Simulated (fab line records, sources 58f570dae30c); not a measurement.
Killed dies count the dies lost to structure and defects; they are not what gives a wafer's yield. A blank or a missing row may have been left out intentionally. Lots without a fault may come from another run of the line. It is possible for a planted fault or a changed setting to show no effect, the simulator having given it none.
A struck lot beside a sound one -- flow berkeley-cmos170 -- 44 out of 331 route steps
Sound: wafers L393.2, L393.5, L393.6. Struck: wafers L397.1, L397.3, L397.5. Last of all comes the cause.
Order at every step that has rows: each side's tool, ch and its chambers, its first start. Under that, the readings that differ: sound wafers -- struck wafers -- difference of the means -- sigmas: that difference in standard deviations of wafers without a fault.
alike: readings whose means differ by less than 2 such deviations, and words and numbers that are the same on both sides. not compared: withheld readings, readings that some wafer has no value for, bounds like >300 that may hide the same value, and numbers for which the record gives no deviation and whose values overlap.
Wherever a step has rows on one side only, a row that says differs or no value, or a row with sigmas, the two part there. Numbers that don't overlap but have no deviation are shown without sigmas and don't part them. Lack of a reading on every wafer of one side parts them only where that side has two or more wafers.

UCB170_PLDD_STRIP_10: strips in O2.
  sound on plasma-asher-01 ch 0,1, day 6 22:28; struck on plasma-asher-01 ch 0, day 7 10:42
  alike: drypump-motor-current-A, oes-product-au, strip-time-to-endpoint-s
  not compared: rf-hours-counter-h
UCB170_PLDD_TW_MEAS_11:
  sound on film-metro-03, day 6 22:35; struck on film-metro-02, day 7 10:48
reading,sound,struck,difference,sigmas
PLDD_TW,999 997 999,1018 1015 1019,+19,+2
then, 7 steps without rows for these wafers: UCB170_PLDD_CLEAN_12 (cleans in SPM, time 600 s); UCB170_NLDD_HMDS_00 (prime time 60 s); UCB170_NLDD_COAT_01 (resist thk 900 nm); UCB170_NLDD_SOFTBAKE_02 (time 60 s); UCB170_NLDD_EXPOSE_03 (exposes mask NSELECT, target cd 1200 nm); UCB170_NLDD_PEB_04; UCB170_NLDD_DEVELOP_05 (develop time 45 s).
UCB170_NLDD_CD_MEAS_06: the cd target is 1200 nm.
  sound on cd-sem-02, day 6 23:48; struck on cd-sem-01, day 7 12:06
  alike: cd-nm
UCB170_NLDD_OVL_MEAS_07:
  sound on overlay-01, day 6 23:55; struck on overlay-02, day 7 12:13
  alike: NLDD_OVL
then, 1 step without rows for these wafers: UCB170_NLDD_IMPLANT_08.
UCB170_NLDD_IMPLANT_09:
  sound on implanter-01 ch 0, day 7 00:07; struck on implanter-01 ch 0, day 7 12:43
  alike: dose-ions-cm2, end-station-pressure-torr, tilt-deg
UCB170_NLDD_STRIP_10: strips in O2.
  sound on plasma-asher-03 ch 0,1, day 7 00:14; struck on plasma-asher-04 ch 0, day 7 12:52
reading,sound,struck,difference,sigmas
strip-time-to-endpoint-s (s),21.69 21.68 21.65,21.48 21.54 21.56,-0.15,-2
  alike: drypump-motor-current-A, oes-product-au
  not compared: rf-hours-counter-h
UCB170_NLDD_TW_MEAS_11:
  sound on film-metro-03, day 7 00:21; struck on film-metro-02, day 7 12:58
reading,sound,struck,difference,sigmas
NLDD_TW,2198 2201 2194,2493 2468 2487,+285,+14
then, 1 step without rows for these wafers: UCB170_NLDD_CLEAN_12 (cleans in SPM, time 600 s).
UCB170_SPACER_CVD_00: deposits SiO2 from TEOS/O2, target thk 376 nm, time 47 s.
  sound on pecvd-03 ch 1,2, day 7 00:34; struck on pecvd-01 ch 0,1,2, day 7 13:13
  alike: heater-power-w
UCB170_SPACER_THK_MEAS_01:
  sound on film-metro-01, day 7 00:38; struck on film-metro-01, day 7 13:16
  alike: SPACER_TEOS_THK
then, 8 steps without rows for these wafers: UCB170_SPACER_ANNEAL_02 (time 1800 s); UCB170_SPACER_ETCHBACK_03 (etches SiO2 in CHF3/CF4/Ar, stops on Si, target depth 376 nm, time 100 s); UCB170_PSD_HMDS_00 (prime time 60 s); UCB170_PSD_COAT_01 (resist thk 900 nm); UCB170_PSD_SOFTBAKE_02 (time 60 s); UCB170_PSD_EXPOSE_03 (exposes mask PSELECT MOD, target cd 1200 nm); UCB170_PSD_PEB_04; UCB170_PSD_DEVELOP_05 (develop time 45 s).
UCB170_PSD_CD_MEAS_06: the cd target is 1200 nm.
  sound on cd-sem-02, day 7 05:25; struck on cd-sem-02, day 7 17:43
  alike: cd-nm
UCB170_PSD_OVL_MEAS_07:
  sound on overlay-01, day 7 05:31; struck on overlay-02, day 7 17:50
  alike: PSD_OVL
then, 1 step without rows for these wafers: UCB170_PSD_IMPLANT_08.
UCB170_PSD_STRIP_09: strips in O2.
  sound on plasma-asher-04 ch 0,1, day 7 05:42; struck on plasma-asher-04 ch 1, day 7 18:01
  alike: drypump-motor-current-A, oes-product-au, strip-time-to-endpoint-s
  not compared: rf-hours-counter-h
UCB170_PSD_TW_MEAS_10:
  sound on film-metro-03, day 7 05:49; struck on film-metro-02, day 7 18:07
reading,sound,struck,difference,sigmas
PSD_TW,2297 2311 2307,2361 2363 2349,+53,+2
then, 7 steps without rows for these wafers: UCB170_PSD_CLEAN_11 (cleans in SPM, time 600 s); UCB170_NSD_HMDS_00 (prime time 60 s); UCB170_NSD_COAT_01 (resist thk 900 nm); UCB170_NSD_SOFTBAKE_02 (time 60 s); UCB170_NSD_EXPOSE_03 (exposes mask NSELECT MOD, target cd 1200 nm); UCB170_NSD_PEB_04; UCB170_NSD_DEVELOP_05 (develop time 45 s).
UCB170_NSD_CD_MEAS_06: the cd target is 1200 nm.
  sound on cd-sem-02, day 7 07:19; struck on cd-sem-01, day 7 20:07
  alike: cd-nm
UCB170_NSD_OVL_MEAS_07:
  sound on overlay-01, day 7 07:25; struck on overlay-02, day 7 20:14
  alike: NSD_OVL
then, 1 step without rows for these wafers: UCB170_NSD_IMPLANT_08.
UCB170_NSD_STRIP_09: strips in O2.
  sound on plasma-asher-02 ch 0,1, day 7 07:36; struck on plasma-asher-04 ch 0,1, day 7 20:25
  alike: drypump-motor-current-A, oes-product-au, strip-time-to-endpoint-s
  not compared: rf-hours-counter-h
UCB170_SDANNEAL_RS_MEAS_05: the measuring method here is four-point-probe.
  sound on film-metro-02, day 7 09:11; struck on film-metro-02, day 7 22:40
reading,sound,struck,difference,sigmas
NLDD_RS (ohm/sq),614.4 612.2 613.9,464.8 466.4 464.7,-148.2,-82
UCB170_M3_PROBE_99:
  the record has rows for the struck wafers here (prober-02, day 9 02:25) and none for the sound ones

== WHERE THEY PART ==
At UCB170_PLDD_TW_MEAS_11 first; at UCB170_M3_PROBE_99 last (within this record only).

WHY: what had been put in by the simulator
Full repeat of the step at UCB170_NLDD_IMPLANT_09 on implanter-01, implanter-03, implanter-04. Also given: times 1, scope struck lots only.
